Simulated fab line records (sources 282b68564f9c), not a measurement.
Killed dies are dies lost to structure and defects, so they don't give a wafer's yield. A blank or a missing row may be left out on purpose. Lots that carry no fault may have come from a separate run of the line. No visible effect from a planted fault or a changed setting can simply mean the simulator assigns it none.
fab line records -- flow ritCmos -- part 2 of 2: steps 31 to 42 of 42
record lots=5, wafers=15, lastDay=6
route steps=202 shown PSD@147 SDANNEAL@153 NSD@158 PLDD@159 NLDD@160 SILICIDE@161 CONTACT@168 M1@184
lots untouched by any fault: they come from a run of this same line in which no faults occurred
startH: hours from the record's first day to the start of the lot's first wafer shown -- waitH: how many hours have passed since the lot's step before this one -- " the same as in the row above -- L1.1+2: a single row standing in for several wafers -- - value missing, or start not given -- * or withheld: withheld -- < > ~ a bound
route shown NAME@n: a module of which the file shows steps, and the number in the route of the first -- usual: average and standard deviation across the fault-free wafers -- same: alike in all rows -- chamber/n: place in a boat -- sites: readings site by site -- _std_site: their standard deviation -- _edge_site: inner sites' mean taken away from outer sites' mean -- radiusMm: how far each site lies from the wafer's centre -- mask NAME#n: copy n -- behind: the most recent tool/chamber to have shaped the wafer -- hold: why the lot was held/for how many hours/how that ended -- device: names the non-switching transistor (n, p or np) -- end of line: the tests these same wafers got at the end of their route -- for a step that has no rows: nothing shown but its recipe -- killed: count of dies lost to structure and defects at first sort (not the wafer's yield) -- map: a wafer's dies, marking killed ones x, the rest . and places with no die _
set.NAME: the setting that was run; set.NAME@STEP: the one run at that earlier step -- model.NAME: the simulator's own value behind a step, which no gauge read
lots seen at some steps along the route; tables by step, rows by wafer
services: when a tool's chamber went out of use (startH, in hours from the record's first day, below 0 if earlier), for how many hours, and the reason
## steps
# step RIT_CONTACT_OVL_MEAS_09
# usual CONTACT_OVL=0.2/1.4
lot.wafer,tool,chamber,startH,waitH,CONTACT_OVL[nm]
L074.1,overlay-01,-,52.88,0.1,1.0
L074.5,overlay-01,-,52.88,0.1,-0.3
L074.6,overlay-01,-,52.88,0.1,-0.3
L075.2,overlay-02,-,57.25,0.1,0.6
L075.4,overlay-02,-,57.25,0.1,0.6
L075.5,overlay-02,-,57.25,0.1,1.9
L080.2,overlay-01,-,84.29,0.1,0.0
L080.3,overlay-01,-,84.29,0.1,-1.2
L080.5,overlay-01,-,84.29,0.1,-1.6
L088.1,overlay-02,-,122.06,0.1,0.8
L088.2,overlay-02,-,122.06,0.1,-0.3
L088.6,overlay-02,-,122.06,0.1,0.3
L092.1,overlay-02,-,142.61,0.1,1.6
L092.3,overlay-02,-,142.61,0.1,0.4
L092.6,overlay-02,-,142.61,0.1,0.7
# step RIT_CONTACT_HARDBAKE_10
# recipe resist=NOVOLAK, tempC=140, timeS=60
lot.wafer,tool,chamber,startH,waitH
L074.1+5+6,lithoTrack-02,0,52.92,0.0
L075.2+4+5,lithoTrack-04,0,57.40,0.1
L080.2+3+5,lithoTrack-02,0,84.35,0.0
L088.1+2+6,lithoTrack-03,0,122.10,0.0
L092.1+3+6,lithoTrack-02,0,142.64,0.0
# step RIT_CONTACT_ETCH_11
# recipe targetDepthA=4800, overEtchFrac=0.2, stopOn=TiSi2, chemistry=CHF3/CF4/Ar, target=SiO2, CHF3_flow_sccm=50, cf4FlowSccm=10, Ar_flow_sccm=100, O2_flow_sccm=5, pressureMtorr=100, rfW=200, timeS=320
# usual CHF3_flow_sccm=50.00/0.13, drypumpMotorCurrentA=5.7/0.35, oesProductAu=0.987/0.017, throttleValvePct=8.91/0.1
lot.wafer,tool,chamber,startH,waitH,CHF3_flow_sccm,drypumpMotorCurrentA,oesProductAu,rfHoursCounterH,throttleValvePct
L074.1,rieDiel-03,3,53.07,0.1,50.00,5.2,0.993,106,8.87
L074.5,rieDiel-03,3,53.07,0.1,49.78,5.2,0.989,-,8.88
L074.6,rieDiel-03,2,53.07,0.1,49.97,5.4,0.984,-,8.93
L075.2,rieDiel-01,1,57.52,0.1,50.30,6.3,0.988,166,8.94
L075.4,rieDiel-01,3,57.52,0.1,49.88,5.5,0.981,-,8.80
L075.5,rieDiel-01,0,57.52,0.1,50.00,6.0,0.957,-,8.98
L080.2,rieDiel-01,3,84.47,0.1,49.94,5.5,0.975,121,8.83
L080.3,rieDiel-01,0,84.47,0.1,50.02,6.0,0.966,2,8.97
L080.5,rieDiel-01,1,84.47,0.1,49.99,6.2,0.991,-,8.92
L088.1,rieDiel-02,2,122.25,0.1,49.80,5.9,1.011,88,8.86
L088.2,rieDiel-02,0,122.25,0.1,49.89,6.1,1.017,48,9.01
L088.6,rieDiel-02,1,122.25,0.1,50.15,5.3,0.975,-,8.94
L092.1,rieDiel-03,2,142.79,0.1,50.06,5.4,0.982,22,8.94
L092.3,rieDiel-03,2,142.79,0.1,49.87,5.3,0.977,-,8.91
L092.6,rieDiel-03,2,142.79,0.1,49.93,5.4,0.982,-,8.92
# step RIT_CONTACT_STRIP_12
# recipe chemistry=O2, timeS=180, resist=NOVOLAK, platenTempC=withheld, powerW=500, pressureMtorr=4000, o2FlowSccm=4000
# usual drypumpMotorCurrentA=5.7/0.34
lot.wafer,tool,chamber,startH,waitH,drypumpMotorCurrentA,rfHoursCounterH
L074.1,plasmaAsher-03,1,53.26,0.1,5.4,42
L074.5,plasmaAsher-03,1,53.26,0.1,5.4,-
L074.6,plasmaAsher-03,0,53.26,0.1,5.2,-
L075.2,plasmaAsher-02,0,57.72,0.1,6.3,25
L075.4,plasmaAsher-02,1,57.72,0.1,6.0,-
L075.5,plasmaAsher-02,0,57.72,0.1,6.3,-
L080.2,plasmaAsher-03,0,84.67,0.1,5.2,45
L080.3,plasmaAsher-03,0,84.67,0.1,5.2,-
L080.5,plasmaAsher-03,0,84.67,0.1,5.2,-
L088.1,plasmaAsher-02,1,122.44,0.1,6.0,32
L088.2,plasmaAsher-02,0,122.44,0.1,6.2,32
L088.6,plasmaAsher-02,1,122.44,0.1,6.0,-
L092.1,plasmaAsher-04,1,143.09,0.2,5.5,53
L092.3,plasmaAsher-04,0,143.09,0.2,5.9,-
L092.6,plasmaAsher-04,0,143.09,0.2,5.9,-
# step RIT_CONTACT_CD_MEAS_90
# recipe targetCdNm=1000
# usual cdNm=999.9/2.5
lot.wafer,tool,chamber,startH,waitH,cdNm
L074.1,cdSem-01,-,53.44,0.1,997.4
L074.5,cdSem-01,-,53.44,0.1,999.3
L074.6,cdSem-01,-,53.44,0.1,1001.4
L075.2,cdSem-02,-,57.91,0.1,1003.2
L075.4,cdSem-02,-,57.91,0.1,1005.1
L075.5,cdSem-02,-,57.91,0.1,1002.9
L080.2,cdSem-02,-,84.86,0.1,1001.3
L080.3,cdSem-02,-,84.86,0.1,999.9
L080.5,cdSem-02,-,84.86,0.1,997.7
L088.1,cdSem-01,-,122.62,0.1,1002.3
L088.2,cdSem-01,-,122.62,0.1,1002.4
L088.6,cdSem-01,-,122.62,0.1,1001.0
L092.1,cdSem-02,-,143.26,0.1,999.6
L092.3,cdSem-02,-,143.26,0.1,998.8
L092.6,cdSem-02,-,143.26,0.1,997.6
# step RIT_CONTACT_CLEAN_13
# recipe chemistry=SC1, mix=3:3:50, timeS=600, tempC=75
lot.wafer,tool,chamber,startH,waitH
L074.1+5+6,wetBench-03,1,53.56,0.1
L075.2+4+5,wetBench-03,0,58.01,0.1
L080.2+3+5,wetBench-01,0,84.96,0.1
L088.1+2+6,wetBench-03,3,122.74,0.1
L092.1+3+6,wetBench-03,3,143.38,0.1
# step RIT_CONTACT_CLEAN_14
# recipe chemistry=SC2, mix=3:3:50, timeS=600, tempC=75, dry=n2Spin
lot.wafer,tool,chamber,startH,waitH
L074.1+5+6,wetBench-01,0,53.91,0.0
L075.2+4+5,wetBench-01,3,58.19,0.0
L080.2+3+5,wetBench-01,1,85.14,0.0
L088.1+2+6,wetBench-01,3,122.91,0.0
L092.1+3+6,wetBench-04,2,143.56,0.0
# step RIT_M1_SPUTTER_00
# recipe material=Al, targetThkNm=400, powerW=2000, chamberPressurePa=0.4, gas=Ar, timeS=500, substrateTempC=25
# usual substrateTempC=25.00/0.1, throttleValvePct=29.9/1.3
lot.wafer,tool,chamber,startH,waitH,substrateTempC,throttleValvePct
L074.1,pvdSputter-01,-,54.08,0.0,25.12,29.7
L074.5,pvdSputter-01,-,54.08,0.0,25.08,29.6
L074.6,pvdSputter-01,-,54.08,0.0,24.88,30.4
L075.2,pvdSputter-02,-,58.36,0.0,24.74,29.6
L075.4,pvdSputter-02,-,58.36,0.0,24.96,31.2
L075.5,pvdSputter-02,-,58.36,0.0,24.93,31.1
L080.2,pvdSputter-01,-,85.31,0.0,25.04,30.5
L080.3,pvdSputter-01,-,85.31,0.0,24.95,28.8
L080.5,pvdSputter-01,-,85.31,0.0,24.91,30.8
L088.1,pvdSputter-02,-,123.10,0.0,24.93,29.7
L088.2,pvdSputter-02,-,123.10,0.0,25.13,28.0
L088.6,pvdSputter-02,-,123.10,0.0,24.91,31.1
L092.1,pvdSputter-02,-,143.73,0.0,24.84,27.9
L092.3,pvdSputter-02,-,143.73,0.0,24.81,31.2
L092.6,pvdSputter-02,-,143.73,0.0,25.13,30.9
# step RIT_M1_RS_MEAS_01
# recipe thkMeasGauge=four-point-probe, reads=Al_of_M1_SPUTTER_00
# usual M1_AL_RS=0.0734/0.00078
lot.wafer,tool,chamber,startH,waitH,M1_AL_RS[ohm/sq]
L074.1,filmMetro-01,-,54.38,0.1,0.0727
L074.5,filmMetro-01,-,54.38,0.1,0.0728
L074.6,filmMetro-01,-,54.38,0.1,0.0736
L075.2,filmMetro-03,-,58.68,0.2,0.0726
L075.4,filmMetro-03,-,58.68,0.2,0.0727
L075.5,filmMetro-03,-,58.68,0.2,0.0726
L080.2,filmMetro-01,-,85.62,0.2,0.0740
L080.3,filmMetro-01,-,85.62,0.2,0.0729
L080.5,filmMetro-01,-,85.62,0.2,0.0747
L088.1,filmMetro-04,-,123.40,0.1,0.0742
L088.2,filmMetro-04,-,123.40,0.1,0.0739
L088.6,filmMetro-04,-,123.40,0.1,0.0741
L092.1,filmMetro-03,-,144.03,0.1,0.0721
L092.3,filmMetro-03,-,144.03,0.1,0.0718
L092.6,filmMetro-03,-,144.03,0.1,0.0722
# step RIT_M1_THK_MEAS_02
# recipe thkMeasGauge=xrf, reads=Al_of_M1_SPUTTER_00
# usual M1_AL_THK=397/4.7
lot.wafer,tool,chamber,startH,waitH,M1_AL_THK[nm]
L074.1,filmMetro-01,-,54.50,0.1,401
L074.5,filmMetro-01,-,54.50,0.1,403
L074.6,filmMetro-01,-,54.50,0.1,394
L075.2,filmMetro-03,-,58.79,0.1,403
L075.4,filmMetro-03,-,58.79,0.1,403
L075.5,filmMetro-03,-,58.79,0.1,402
L080.2,filmMetro-01,-,85.73,0.1,396
L080.3,filmMetro-01,-,85.73,0.1,401
L080.5,filmMetro-01,-,85.73,0.1,391
L088.1,filmMetro-04,-,123.52,0.1,392
L088.2,filmMetro-04,-,123.52,0.1,394
L088.6,filmMetro-04,-,123.52,0.1,391
L092.1,filmMetro-03,-,144.15,0.1,403
L092.3,filmMetro-03,-,144.15,0.1,403
L092.6,filmMetro-03,-,144.15,0.1,402
# step RIT_M1_HMDS_03
# recipe primeTimeS=60, primeTempC=140
# same primeTimeS=60
lot.wafer,tool,chamber,startH,waitH
L074.1+5+6,lithoTrack-01,0,54.56,0.1
L075.2+4+5,lithoTrack-02,0,58.89,0.1
L080.2+3+5,lithoTrack-04,0,85.81,0.1
L088.1+2+6,lithoTrack-01,0,123.58,0.1
L092.1+3+6,lithoTrack-02,0,144.21,0.1
# step RIT_M1_COAT_04
# recipe resist=NOVOLAK, spinRpm=2000, resistThkNm=1300
lot.wafer,tool,chamber,startH,waitH
L074.1+5+6,lithoTrack-01,0,54.71,0.1
L075.2+4+5,lithoTrack-02,0,59.04,0.1
L080.2+3+5,lithoTrack-04,0,85.96,0.1
L088.1+2+6,lithoTrack-01,0,123.73,0.1
L092.1+3+6,lithoTrack-02,0,144.36,0.1
## services
tool,chamber,startH,hours,kind
ilineStepper-01,-,29.45,1.7,pm
implanter-01,-,44.20,4.1,pm
rieDiel-01,2,45.27,48.3,repair
ilineStepper-02,-,49.07,1.7,pm
rieDiel-02,-,49.11,2.8,pm
implanter-01,-,49.39,4.1,repair
pecvd-01,1,51.81,20.8,repair
ilineStepper-01,-,66.70,5.9,repair
plasmaAsher-04,-,71.49,0.9,repair
rieDiel-03,0,76.05,35.9,repair
pecvd-01,-,76.58,0.3,repair
wetBench-04,-,82.53,3.8,repair
implanter-03,-,84.88,6.5,repair
pecvd-01,-,91.22,28.1,pm
rtpAnneal-01,-,101.77,5.2,pm
pvdSputter-01,-,107.00,1.3,repair
ilineStepper-02,-,108.06,4.4,pm
plasmaAsher-01,-,108.75,9.0,pm
pvdSputter-04,-,112.74,13.6,repair
plasmaAsher-03,-,114.87,0.8,repair
wetBench-04,-,122.70,1.9,pm
rieDiel-01,-,126.74,0.5,repair
rieDiel-03,1,134.59,11.6,repair
rieDiel-03,0,136.83,10.5,repair
